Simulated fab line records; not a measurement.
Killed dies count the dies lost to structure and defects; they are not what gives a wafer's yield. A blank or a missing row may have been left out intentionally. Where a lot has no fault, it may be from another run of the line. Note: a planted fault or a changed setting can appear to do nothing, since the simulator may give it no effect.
Matching of chambers -- flow berkeley-cmos170 -- cmp-01 running UCB170_V2_CMP_02: 4 sister chambers
The step polishes SiO2. 4 wafers are shown with their chamber, then 7 later ones without.

== WAFERS WITH THEIR CHAMBER ==
wafer,chamber,motor-current-A (A)
L588.1,2,16.5
L588.4,0,16.5
L587.3,1,15.2
L587.5,3,19.0

== WAFERS WITH NO CHAMBER GIVEN ==
wafer,motor-current-A (A)
L587.6,16.2
L599.1,15.9
L599.2,17.2
L599.6,18.4
L603.3,18.4
L603.5,19.0
L603.6,16.9

== CHAMBER TAKEN BY EACH ==
wafer,from the rows above,in truth
L587.6,can't be placed: 0 or 2 or 1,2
L599.1,can't be placed: 0 or 2 or 1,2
L599.2,can't be placed: 0 or 2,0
L599.6,3,3
L603.3,3,3
L603.5,3,3
L603.6,can't be placed: 0 or 2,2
3 of 7 placed correctly. These rows do not allow placing 4 (true chamber among the candidates in 4). Wrongly placed: 0.
How it was worked out, from the rows above alone: a wafer's distance from a chamber is the root of the sum, over the readings, of the square of ((its reading less the chamber's mean) divided by the reading's scatter). If the next closest chamber is less than 2 further off than the closest, the wafer can't be placed; otherwise it belongs to the closest. A chamber's mean is the mean of its shown wafers. The scatter: with one shown wafer a chamber, the root of the mean of the squares of how far each hidden wafer lies from its nearest shown one.
